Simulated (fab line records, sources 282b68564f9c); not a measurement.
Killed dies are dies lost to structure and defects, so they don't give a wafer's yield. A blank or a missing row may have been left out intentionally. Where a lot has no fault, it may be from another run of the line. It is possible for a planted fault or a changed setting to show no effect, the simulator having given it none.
fab line records	flow ritCmos
record: lots: 7	wafers: 21	lastDay: 19
route steps=202 shown NLDD@103 PLDD@114 SPACER@125 NSD@131 PSD@142 M1@202
lots with no fault: from the same line, run without faults
startH: hours from the record's first day to the start of the lot's first wafer shown	waitH: how many hours have passed since the lot's step before this one	" as in the row above	L1.1+2: a row that stands for several wafers	- no value, or no start given	* or withheld: withheld	< > ~ a bound
route shown NAME@n: NAME is a module with steps in the file, n the number in the route of the first one	usual: mean/standard deviation taken from wafers without a fault	same: alike in all rows	chamber/n: place in a boat	sites: readings site by site	_std_site: standard deviation of those values	_edge_site: inner sites' mean taken away from outer sites' mean	radiusMm: for every site, how far away it sits from the centre of the wafer	mask NAME#n: copy n	behind: tool/chamber where the wafer was last shaped	hold: cause of the lot's hold/its duration in hours/its outcome	device: whichever transistor did not switch (one of n, p or np)	end of line: at the end of the route, the tests of the same wafers	where a step has no rows: the recipe by itself	killed: dies lost to structure and defects at the first sort, not the wafer's yield	map: dies across one wafer; x = killed, . = not, _ = none there
set.NAME: the setting as run; set.NAME@STEP: as run at that earlier step	model.NAME: the simulator's own value behind a step, which no gauge read
lots at selected steps of the route; one table per step, one row per wafer
services: from which hour (startH, from the record's first day; less than 0 if before it) a tool's chamber was out of use, for how many hours, and why
== steps ==
step: RIT_NLDD_HMDS_00
recipe: primeTimeS: 60	primeTempC: 140
step: RIT_NLDD_COAT_01
recipe: resist: NOVOLAK	spinRpm: 3250	resistThkNm: 1000
step: RIT_NLDD_SOFTBAKE_02
recipe: resist: NOVOLAK	tempC: 90	timeS: 60
step: RIT_NLDD_EXPOSE_03
recipe: maskId: M7	na: 0.57	targetCdNm: 40700	doseMj: 250
step: RIT_NLDD_PEB_04
recipe: resist: NOVOLAK	tempC: withheld	timeS: withheld
step: RIT_NLDD_DEVELOP_05
recipe: resist: NOVOLAK	developTimeS: 50	devTempC: 23
step: RIT_NLDD_OVL_MEAS_06
usual: NLDD_OVL: -0.7/1.4
lot.wafer	tool	chamber	startH	waitH	NLDD_OVL[nm]
L399.2	overlay-01	-	46.40	-	-1.1
L399.5	"	-	"	"	-0.7
L399.6	"	-	"	"	1.1
L405.1	overlay-02	-	84.64	-	2.2
L405.3	"	-	"	"	1.8
L405.4	"	-	"	"	2.2
L414.1	overlay-01	-	132.61	-	-0.1
L414.5	"	-	"	"	-0.3
L414.6	"	-	"	"	-1.3
L415.4	overlay-02	-	132.74	-	-0.2
L415.5	"	-	"	"	-1.5
L415.6	"	-	"	"	0.2
L416.1	overlay-01	-	138.29	-	-2.2
L416.4	"	-	"	"	-2.2
L416.5	"	-	"	"	-1.8
L419.1	overlay-01	-	152.72	-	-0.9
L419.4	"	-	"	"	-1.3
L419.5	"	-	"	"	-1.4
L420.1	overlay-02	-	433.07	-	0.2
L420.3	"	-	"	"	1.3
L420.6	"	-	"	"	-0.4
step: RIT_NLDD_HARDBAKE_07
recipe: resist: NOVOLAK	tempC: 140	timeS: 60
step: RIT_NLDD_IMPLANT_08
recipe: species: P	energyKev: 20	doseCm2: 5e+14	tiltDeg: 7
step: RIT_NLDD_STRIP_09
recipe: chemistry: O2	timeS: 180	resist: NOVOLAK	platenTempC: withheld	powerW: 500	pressureMtorr: 4000	o2FlowSccm: 4000
usual: drypumpMotorCurrentA: 6.1/0.41	o2FlowSccm: 4000/13
lot.wafer	tool	chamber	startH	waitH	drypumpMotorCurrentA	o2FlowSccm	rfHoursCounterH
L399.2	plasmaAsher-03	0	46.73	0.1	6.8	4003	42
L399.5	"	1	"	"	6.3	4009	-
L399.6	"	0	"	"	6.8	4007	-
L405.1	plasmaAsher-02	0	85.02	0.1	5.7	4000	39
L405.3	"	1	"	"	5.8	3996	-
L405.4	"	0	"	"	5.7	3990	-
L414.1	plasmaAsher-01	0	132.94	0.1	5.6	3988	2
L414.5	"	1	"	"	6.4	3984	-
L414.6	"	0	"	"	5.7	3996	-
L415.4	plasmaAsher-02	0	133.15	0.1	5.7	4021	-
L415.5	"	1	"	"	5.8	4009	-
L415.6	"	0	"	"	5.7	4010	-
L416.1	plasmaAsher-02	1	138.62	0.1	5.8	4017	45
L416.4	"	1	"	"	5.8	4012	-
L416.5	"	1	"	"	5.8	4009	-
L419.1	plasmaAsher-03	1	153.06	0.1	6.3	4000	53
L419.4	"	0	"	"	6.8	3996	-
L419.5	"	0	"	"	6.8	3993	-
L420.1	plasmaAsher-01	0	433.41	0.1	5.7	4003	33
L420.3	"	0	"	"	5.7	4002	-
L420.6	"	0	"	"	5.7	4002	-
step: RIT_NLDD_TW_MEAS_10
usual: NLDD_TW: 2481/15
lot.wafer	tool	chamber	startH	waitH	NLDD_TW
L399.2	filmMetro-04	-	46.92	0.1	2484
L399.5	"	-	"	"	2474
L399.6	"	-	"	"	2477
L405.1	filmMetro-04	-	85.19	0.1	2495
L405.3	"	-	"	"	2500
L405.4	"	-	"	"	2491
L414.1	filmMetro-04	-	133.12	0.1	2470
L414.5	"	-	"	"	2474
L414.6	"	-	"	"	2474
L415.4	filmMetro-03	-	133.30	0.1	2459
L415.5	"	-	"	"	2455
L415.6	"	-	"	"	2463
L416.1	filmMetro-01	-	138.80	0.1	2483
L416.4	"	-	"	"	2497
L416.5	"	-	"	"	2490
L419.1	filmMetro-01	-	153.23	0.1	2495
L419.4	"	-	"	"	2480
L419.5	"	-	"	"	2482
L420.1	filmMetro-03	-	433.58	0.1	2458
L420.3	"	-	"	"	2463
L420.6	"	-	"	"	2463
step: RIT_PLDD_HMDS_00
recipe: primeTimeS: 60	primeTempC: 140
step: RIT_PLDD_COAT_01
recipe: resist: NOVOLAK	spinRpm: 3250	resistThkNm: 1000
usual: chillPlateTempC: 23.02/0.1	dispensePressureKPa: 47.2/1.5	exhaustPa: 44.9/0.92
lot.wafer	tool	chamber	startH	waitH	chillPlateTempC	dispensePressureKPa	exhaustPa
L399.2	lithoTrack-03	0	47.14	0.1	22.91	45.7	45.2
L399.5	"	0	"	"	22.88	45.7	45.4
L399.6	"	0	"	"	23.06	45.7	46.2
L405.1	lithoTrack-02	0	85.40	0.1	23.07	48.9	46.2
L405.3	"	0	"	"	22.97	48.8	46.0
L405.4	"	0	"	"	22.96	48.8	45.4
L414.1	lithoTrack-03	-	133.34	0.1	-	-	-
L414.5	"	-	"	"	-	-	-
L414.6	"	-	"	"	-	-	-
L415.4	lithoTrack-02	-	133.55	0.1	-	-	-
L415.5	"	-	"	"	-	-	-
L415.6	"	-	"	"	-	-	-
L416.1	lithoTrack-03	-	139.01	0.1	-	-	-
L416.4	"	-	"	"	-	-	-
L416.5	"	-	"	"	-	-	-
L419.1	lithoTrack-03	0	153.44	0.1	23.15	45.7	43.8
L419.4	"	0	"	"	23.19	45.7	45.2
L419.5	"	0	"	"	22.97	45.7	43.9
L420.1	lithoTrack-04	0	433.85	0.1	23.09	48.6	47.0
L420.3	"	0	"	"	23.08	48.6	45.3
L420.6	"	0	"	"	22.83	48.6	45.3
step: RIT_PLDD_SOFTBAKE_02
recipe: resist: NOVOLAK	tempC: 90	timeS: 60
step: RIT_PLDD_EXPOSE_03
recipe: maskId: M8	na: 0.57	targetCdNm: 40900	doseMj: 250
step: RIT_PLDD_PEB_04
recipe: resist: NOVOLAK	tempC: withheld	timeS: withheld
step: RIT_PLDD_DEVELOP_05
recipe: resist: NOVOLAK	developTimeS: 50	devTempC: 23
step: RIT_PLDD_OVL_MEAS_06
usual: PLDD_OVL: -0.9/1.3
lot.wafer	tool	chamber	startH	waitH	PLDD_OVL[nm]
L399.2	overlay-02	-	47.95	-	-0.6
L399.5	"	-	"	"	0.2
L399.6	"	-	"	"	-0.4
L405.1	overlay-01	-	86.23	-	-3.2
L405.3	"	-	"	"	-4.2
L405.4	"	-	"	"	-1.7
L414.1	overlay-02	-	134.04	-	-
L414.5	"	-	"	"	-
L414.6	"	-	"	"	-
L415.4	overlay-01	-	134.34	-	-
L415.5	"	-	"	"	-
L415.6	"	-	"	"	-
L416.1	overlay-02	-	139.83	-	-
L416.4	"	-	"	"	-
L416.5	"	-	"	"	-
L419.1	overlay-02	-	154.14	-	-0.6
L419.4	"	-	"	"	-1.5
L419.5	"	-	"	"	-1.1
L420.1	overlay-01	-	434.55	-	-0.6
L420.3	"	-	"	"	-1.8
L420.6	"	-	"	"	-1.5
step: RIT_PLDD_HARDBAKE_07
recipe: resist: NOVOLAK	tempC: 140	timeS: 60
step: RIT_PLDD_IMPLANT_08
recipe: species: BF2	energyKev: 20	doseCm2: 9e+14	tiltDeg: 7
step: RIT_PLDD_STRIP_09
recipe: chemistry: O2	timeS: 180	resist: NOVOLAK	platenTempC: withheld	powerW: 500	pressureMtorr: 4000	o2FlowSccm: 4000
usual: drypumpMotorCurrentA: 6.2/0.37	o2FlowSccm: 4000/13
lot.wafer	tool	chamber	startH	waitH	drypumpMotorCurrentA	o2FlowSccm	rfHoursCounterH
L399.2	plasmaAsher-03	0	48.28	0.1	6.8	3970	42
L399.5	"	0	"	"	6.8	3998	-
L399.6	"	1	"	"	6.3	4014	-
L405.1	plasmaAsher-04	0	86.57	0.1	6.0	4020	29
L405.3	"	0	"	"	6.0	3996	-
L405.4	"	1	"	"	6.2	3995	-
L414.1	plasmaAsher-03	1	134.38	0.1	6.3	3991	51
L414.5	"	1	"	"	6.3	3994	-
L414.6	"	0	"	"	6.7	4011	-
L415.4	plasmaAsher-02	0	134.72	0.1	5.6	4004	-
L415.5	"	1	"	"	5.8	4021	-
L415.6	"	0	"	"	5.7	4000	-
L416.1	plasmaAsher-02	0	140.17	0.1	5.6	4022	45
L416.4	"	0	"	"	5.6	3999	-
L416.5	"	1	"	"	5.8	4022	-
L419.1	plasmaAsher-03	0	154.48	0.1	6.8	3988	53
L419.4	"	1	"	"	6.3	4020	-
L419.5	"	1	"	"	6.3	4016	-
L420.1	plasmaAsher-04	0	434.88	0.1	6.0	4010	68
L420.3	"	1	"	"	6.2	3976	-
L420.6	"	0	"	"	6.0	4011	-
step: RIT_PLDD_TW_MEAS_10
usual: PLDD_TW: 2341/14
lot.wafer	tool	chamber	startH	waitH	PLDD_TW
L399.2	filmMetro-01	-	48.46	0.1	2339
L399.5	"	-	"	"	2345
L399.6	"	-	"	"	2346
L405.1	filmMetro-04	-	86.74	0.1	2353
L405.3	"	-	"	"	2349
L405.4	"	-	"	"	2350
L414.1	filmMetro-04	-	134.55	0.1	2332
L414.5	"	-	"	"	2338
L414.6	"	-	"	"	2325
L415.4	filmMetro-01	-	134.87	0.1	2355
L415.5	"	-	"	"	2348
L415.6	"	-	"	"	2356
L416.1	filmMetro-01	-	140.35	0.1	2351
L416.4	"	-	"	"	2346
L416.5	"	-	"	"	2349
L419.1	filmMetro-01	-	154.65	0.1	2364
L419.4	"	-	"	"	2348
L419.5	"	-	"	"	2344
L420.1	filmMetro-04	-	435.06	0.1	2356
L420.3	"	-	"	"	2364
L420.6	"	-	"	"	2353
step: RIT_SPACER_CLEAN_00
recipe: chemistry: SC1	mix: 3:3:50	timeS: 600	tempC: 75
step: RIT_SPACER_CLEAN_01
recipe: chemistry: dHF	dilution: 50:1	timeS: 30
step: RIT_SPACER_CLEAN_02
recipe: chemistry: SC2	mix: 3:3:50	timeS: 600	tempC: 75	dry: n2Spin
step: RIT_SPACER_CVD_03
recipe: material: Si3N4	targetThkNm: 250	tempC: 810	precursor: SiH2Cl2/NH3	timeS: 3300	pressureMtorr: 300	sih2cl2FlowSccm: 60	nh3FlowSccm: 150
step: RIT_SPACER_THK_MEAS_04
recipe: reads: Si3N4_of_SPACER_CVD_03
usual: SPACER_NITRIDE_THK: 250.7/2.6
lot.wafer	tool	chamber	startH	waitH	SPACER_NITRIDE_THK[nm]
L399.2	filmMetro-02	-	50.81	0.0	248.4
L399.5	"	-	"	"	248.8
L399.6	"	-	"	"	248.8
L405.1	filmMetro-02	-	89.08	0.0	248.6
L405.3	"	-	"	"	249.1
L405.4	"	-	"	"	248.7
L414.1	filmMetro-03	-	136.97	0.0	250.7
L414.5	"	-	"	"	251.0
L414.6	"	-	"	"	250.8
L415.4	filmMetro-04	-	137.73	0.0	250.7
L415.5	"	-	"	"	249.4
L415.6	"	-	"	"	248.7
L416.1	filmMetro-04	-	142.70	0.0	251.7
L416.4	"	-	"	"	249.9
L416.5	"	-	"	"	250.3
L419.1	filmMetro-03	-	157.00	0.0	252.0
L419.4	"	-	"	"	252.4
L419.5	"	-	"	"	252.3
L420.1	filmMetro-03	-	438.28	0.0	252.9
L420.3	"	-	"	"	252.5
L420.6	"	-	"	"	253.8
step: RIT_SPACER_ETCHBACK_05
recipe: targetDepthA: 2500	SF6_flow_sccm: 30	CHF3_flow_sccm: 30	target: Si3N4	chemistry: SF6/CHF3	pressureMtorr: 40	rfW: 250	timeS: 240	stopOn: SiO2
usual: SF6_flow_sccm: 30.00/0.095	drypumpMotorCurrentA: 5.8/0.65	oesProductAu: 0.846/0.015	throttleValvePct: 10.31/0.16
lot.wafer	tool	chamber	startH	waitH	SF6_flow_sccm	drypumpMotorCurrentA	oesProductAu	rfHoursCounterH	throttleValvePct
L399.2	rieDiel-01	0	50.86	0.0	30.05	5.7	0.837	163	10.31
L399.5	"	3	"	"	30.10	6.7	0.851	-	10.15
L399.6	"	0	"	"	30.00	5.8	0.834	-	10.30
L405.1	rieDiel-04	2	89.14	0.1	30.19	5.0	0.854	70	10.54
L405.3	"	1	"	"	29.91	5.0	0.849	8	10.04
L405.4	"	0	"	"	29.97	6.6	0.855	2	10.17
L414.1	rieDiel-04	3	137.03	0.1	30.02	6.4	0.833	52	10.31
L414.5	"	3	"	"	30.04	6.4	0.829	-	10.29
L414.6	"	2	"	"	30.11	5.0	0.857	-	10.54
L415.4	rieDiel-01	3	137.76	0.0	30.09	6.7	0.848	109	10.14
L415.5	"	3	"	"	29.97	6.7	0.856	-	10.13
L415.6	"	2	"	"	30.08	4.9	0.858	-	10.44
L416.1	rieDiel-04	3	142.76	0.1	29.89	6.4	0.831	52	10.30
L416.4	"	1	"	"	29.85	5.0	0.853	9	10.04
L416.5	"	0	"	"	29.95	6.7	0.863	-	10.17
L419.1	rieDiel-01	1	157.06	0.1	29.99	6.0	0.827	149	10.24
L419.4	"	3	"	"	29.94	6.7	0.854	109	10.12
L419.5	"	1	"	"	29.97	6.0	0.827	-	10.23
L420.1	rieDiel-04	1	438.34	0.1	29.95	5.0	0.860	16	10.04
L420.3	"	2	"	"	30.14	5.1	0.860	78	10.53
L420.6	"	1	"	"	30.00	5.0	0.867	-	10.06
step: RIT_NSD_HMDS_00
recipe: primeTimeS: 60	primeTempC: 140
step: RIT_NSD_COAT_01
recipe: resist: NOVOLAK	spinRpm: 3250	resistThkNm: 1000
step: RIT_NSD_SOFTBAKE_02
recipe: resist: NOVOLAK	tempC: 90	timeS: 60
step: RIT_NSD_EXPOSE_03
recipe: maskId: M9	na: 0.57	targetCdNm: 40700	doseMj: 250
step: RIT_NSD_PEB_04
recipe: resist: NOVOLAK	tempC: withheld	timeS: withheld
step: RIT_NSD_DEVELOP_05
recipe: resist: NOVOLAK	developTimeS: 50	devTempC: 23
step: RIT_NSD_OVL_MEAS_06
usual: NSD_OVL: 0.4/1.4
lot.wafer	tool	chamber	startH	waitH	NSD_OVL[nm]
L399.2	overlay-01	-	51.99	-	1.9
L399.5	"	-	"	"	-1.8
L399.6	"	-	"	"	0.5
L405.1	overlay-01	-	90.27	-	0.0
L405.3	"	-	"	"	0.2
L405.4	"	-	"	"	-1.3
L414.1	overlay-02	-	138.17	-	-0.2
L414.5	"	-	"	"	-0.6
L414.6	"	-	"	"	-2.1
L415.4	overlay-02	-	138.81	-	-0.9
L415.5	"	-	"	"	0.2
L415.6	"	-	"	"	-0.3
L416.1	overlay-01	-	143.89	-	0.4
L416.4	"	-	"	"	0.6
L416.5	"	-	"	"	0.7
L419.1	overlay-02	-	158.19	-	-0.4
L419.4	"	-	"	"	-0.7
L419.5	"	-	"	"	-0.9
L420.1	overlay-01	-	439.34	-	-0.8
L420.3	"	-	"	"	0.4
L420.6	"	-	"	"	0.4
step: RIT_NSD_HARDBAKE_07
recipe: resist: NOVOLAK	tempC: 140	timeS: 60
step: RIT_NSD_IMPLANT_08
recipe: species: P	energyKev: 25	doseCm2: 1e+15	tiltDeg: 7
step: RIT_NSD_STRIP_09
recipe: chemistry: O2	timeS: 180	resist: NOVOLAK	platenTempC: withheld	powerW: 500	pressureMtorr: 4000	o2FlowSccm: 4000
usual: drypumpMotorCurrentA: 6.3/0.31	o2FlowSccm: 4001/12
lot.wafer	tool	chamber	startH	waitH	drypumpMotorCurrentA	o2FlowSccm	rfHoursCounterH
L399.2	plasmaAsher-01	1	52.32	0.1	6.4	3979	44
L399.5	"	0	"	"	5.7	4010	-
L399.6	"	1	"	"	6.4	3996	-
L405.1	plasmaAsher-04	1	90.61	0.1	6.2	4018	30
L405.3	"	0	"	"	6.0	3995	-
L405.4	"	1	"	"	6.2	4006	-
L414.1	plasmaAsher-04	0	138.69	0.1	6.0	4020	36
L414.5	"	0	"	"	6.0	4019	-
L414.6	"	1	"	"	6.2	3980	-
L415.4	plasmaAsher-01	0	139.19	0.1	5.6	4031	-
L415.5	"	0	"	"	5.6	4014	-
L415.6	"	1	"	"	6.4	4017	-
L416.1	plasmaAsher-03	0	144.23	0.1	6.8	4014	52
L416.4	"	1	"	"	6.3	4013	-
L416.5	"	1	"	"	6.3	4002	-
L419.1	plasmaAsher-04	1	158.53	0.1	6.2	4020	38
L419.4	"	0	"	"	6.0	4017	-
L419.5	"	0	"	"	6.0	4017	-
L420.1	plasmaAsher-04	1	439.71	0.1	6.2	4001	68
L420.3	"	0	"	"	6.0	4023	-
L420.6	"	1	"	"	6.2	3980	-
step: RIT_NSD_TW_MEAS_10
usual: NSD_TW: 3102/16
lot.wafer	tool	chamber	startH	waitH	NSD_TW
L399.2	filmMetro-03	-	52.50	0.1	3081
L399.5	"	-	"	"	3071
L399.6	"	-	"	"	3094
L405.1	filmMetro-03	-	90.78	0.1	3105
L405.3	"	-	"	"	3109
L405.4	"	-	"	"	3114
L414.1	filmMetro-04	-	138.87	0.1	3280
L414.5	"	-	"	"	3271
L414.6	"	-	"	"	3277
L415.4	filmMetro-03	-	139.34	0.1	3260
L415.5	"	-	"	"	3263
L415.6	"	-	"	"	3249
L416.1	filmMetro-03	-	144.40	0.1	3260
L416.4	"	-	"	"	3285
L416.5	"	-	"	"	3266
L419.1	filmMetro-04	-	158.70	0.1	3101
L419.4	"	-	"	"	3105
L419.5	"	-	"	"	3124
L420.1	filmMetro-01	-	439.89	0.1	3099
L420.3	"	-	"	"	3091
L420.6	"	-	"	"	3102
step: RIT_PSD_HMDS_00
recipe: primeTimeS: 60	primeTempC: 140
step: RIT_M1_PROBE_99
usual: killedAtContacts: 0.1/0.27	killedAtFrontEnd: 6/3	killedDies: 7/3	killedOnRim: 1.7/1.4	killedOpen: 3.1/2	killedShort: 3.4/2
same: grossDies: 264	killed_at_M0_to_M3: 0	killed_at_M4_up: 0	killedAtBackSide: 0	killedAtOther: 0
lot.wafer	tool	chamber	startH	waitH	killedAtContacts	killedAtFrontEnd	killedDies	killedOnRim	killedOpen	killedShort
L405.1	prober-02	-	100.21	0.1	0	8	8	3	5	3
L405.3	prober-02	-	100.31	0.2	0	4	4	0	1	3
L405.4	prober-02	-	100.36	0.2	0	6	6	1	3	3
L415.4	prober-01	-	149.00	0.2	0	264	264	70	8	2
L415.5	prober-01	-	149.05	0.2	0	264	264	70	0	2
L415.6	prober-01	-	149.10	0.2	0	264	264	70	6	6
L414.1	prober-02	-	150.35	0.1	0	264	264	70	3	5
L414.5	prober-02	-	150.55	0.2	0	264	264	70	2	3
L414.6	prober-02	-	150.60	0.2	0	264	264	70	3	6
L416.1	prober-01	-	154.10	0.1	0	264	264	70	1	1
L416.4	prober-01	-	154.25	0.2	0	264	264	70	1	1
L416.5	prober-01	-	154.30	0.2	0	264	264	70	0	2
killed by level:class
L405.1 REOX:geometricParticle:short=2 FOX2:geometricParticle:open=1 GATE:geometricParticle:open=1 REOX:geometricParticle:open=1 SPACER:geometricParticle:open=1 SILICIDE:geometricParticle:open=1 SILICIDE:geometricParticle:short=1
L405.3 SPACER:geometricParticle:short=2 REOX:geometricParticle:open=1 SILICIDE:geometricParticle:short=1
L405.4 SPACER:geometricParticle:open=2 FOX2:geometricParticle:short=1 GATE:geometricParticle:short=1 SILICIDE:geometricParticle:short=1 SILICIDE:geometricParticle:open=1
L415.4 PLDD:areaExpose=254 FOX1:geometricParticle:open=3 GATE:geometricParticle:short=2 SILICIDE:geometricParticle:open=2 FOX2:geometricParticle:open=1 GATE:geometricParticle:open=1 REOX:geometricParticle:open=1
L415.5 PLDD:areaExpose=262 REOX:geometricParticle:short=2
L415.6 PLDD:areaExpose=252 FOX1:geometricParticle:short=3 REOX:geometricParticle:open=3 GATE:geometricParticle:short=2 SILICIDE:geometricParticle:open=2 GATE:geometricParticle:open=1 REOX:geometricParticle:short=1
L414.1 PLDD:areaExpose=256 GATE:geometricParticle:short=3 SPACER:geometricParticle:short=2 FOX2:geometricParticle:open=1 REOX:geometricParticle:open=1 SPACER:geometricParticle:open=1
L414.5 PLDD:areaExpose=259 FOX1:geometricParticle:short=2 FOX1:geometricParticle:open=1 GATE:geometricParticle:short=1 SPACER:geometricParticle:open=1
L414.6 PLDD:areaExpose=255 GATE:geometricParticle:short=3 REOX:geometricParticle:open=2 FOX1:geometricParticle:short=1 FOX2:geometricParticle:short=1 GATE:geometricParticle:open=1 SPACER:geometricParticle:short=1
L416.1 PLDD:areaExpose=262 GATE:geometricParticle:short=1 SPACER:geometricParticle:open=1
L416.4 PLDD:areaExpose=262 SPACER:geometricParticle:short=1 SPACER:geometricParticle:open=1
L416.5 PLDD:areaExpose=262 FOX1:geometricParticle:short=1 REOX:geometricParticle:short=1
map L414.1 (x killed, . not)
________xxxxxxx_______
_____xxxxxxxxxxxxx____
____xxxxxxxxxxxxxxx___
___xxxxxxxxxxxxxxxxx__
__xxxxxxxxxxxxxxxxxxx_
__xxxxxxxxxxxxxxxxxxx_
_xxxxxxxxxxxxxxxxxxxxx
_xxxxxxxxxxxxxxxxxxxxx
_xxxxxxxxxxxxxxxxxxxxx
_xxxxxxxxxxxxxxxxxxxxx
__xxxxxxxxxxxxxxxxxxx_
__xxxxxxxxxxxxxxxxxxx_
___xxxxxxxxxxxxxxxxx__
____xxxxxxxxxxxxxxx___
_____xxxxxxxxxxxxx____
________xxxxxxx_______
map L415.4 (x killed, . not)
________xxxxxxx_______
_____xxxxxxxxxxxxx____
____xxxxxxxxxxxxxxx___
___xxxxxxxxxxxxxxxxx__
__xxxxxxxxxxxxxxxxxxx_
__xxxxxxxxxxxxxxxxxxx_
_xxxxxxxxxxxxxxxxxxxxx
_xxxxxxxxxxxxxxxxxxxxx
_xxxxxxxxxxxxxxxxxxxxx
_xxxxxxxxxxxxxxxxxxxxx
__xxxxxxxxxxxxxxxxxxx_
__xxxxxxxxxxxxxxxxxxx_
___xxxxxxxxxxxxxxxxx__
____xxxxxxxxxxxxxxx___
_____xxxxxxxxxxxxx____
________xxxxxxx_______
== services ==
tool	chamber	startH	hours	kind
rieDiel-01	3	23.50	10.1	repair
plasmaAsher-02	-	26.21	1.6	repair
rieDiel-01	1	29.18	3.3	repair
rieDiel-04	0	39.43	3.9	repair
rieDiel-04	-	39.47	8.5	repair
rieDiel-04	1	40.14	14.4	repair
plasmaAsher-03	-	56.59	2.4	repair
rieDiel-01	3	77.46	16.6	repair
plasmaAsher-02	-	105.02	4.3	repair
plasmaAsher-01	-	108.75	9.0	pm
plasmaAsher-02	-	135.24	0.7	repair
rieDiel-01	2	157.57	2.2	repair
plasmaAsher-04	-	162.32	2.8	pm
rieDiel-04	-	165.71	2.8	pm
rieDiel-04	3	178.57	6.1	repair
rieDiel-04	0	198.24	3.7	repair
plasmaAsher-01	-	260.83	2.8	pm
plasmaAsher-01	-	279.26	0.9	repair
rieDiel-01	3	369.79	11.1	repair
plasmaAsher-03	-	373.70	14.6	pm
rieDiel-04	2	391.39	2.4	repair
plasmaAsher-02	-	420.17	1.0	repair
plasmaAsher-02	-	421.25	9.0	pm
plasmaAsher-01	-	435.30	0.8	repair
== key ==
firstSign: step: RIT_PLDD_COAT_01	reading: toolRecord	direction: missing
effect: step: RIT_PLDD_OVL_MEAS_06	reading: PLDD_OVL	direction: missing
effect: step: RIT_NSD_TW_MEAS_10	reading: NSD_TW	direction: up	sigmas: 10	usual: 3102	struck: 3268
effect: step: RIT_M1_PROBE_99	reading: killedAtFrontEnd	direction: up	sigmas: 85	usual: 6	struck: 264
moreKillsBornAt: RIT_PLDD_EXPOSE_03@ilineStepper-02: 1556	RIT_PLDD_EXPOSE_03@ilineStepper-01: 768
metAt RIT_PLDD_COAT_01
struckWafers L414.1,L414.5,L414.6,L415.4,L415.5,L415.6,L416.1,L416.4,L416.5
testerLeftOut L414,L415,L416
onsetBetween 85.40 133.34
fault: kind: skippedStepWhole	tool: lithoTrack-02,lithoTrack-03	chamber: -	onsetH: 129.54	steps: RIT_PLDD_COAT_01	scope: struckLotsOnly
testerLeftOut: of these lots the tester's yield and bins aren't shown, on N5 and GAA mostly nor the transistor test; their killed dies are dies lost to structure and defects alone, not to doping, threshold or leakage, so they don't give the yield
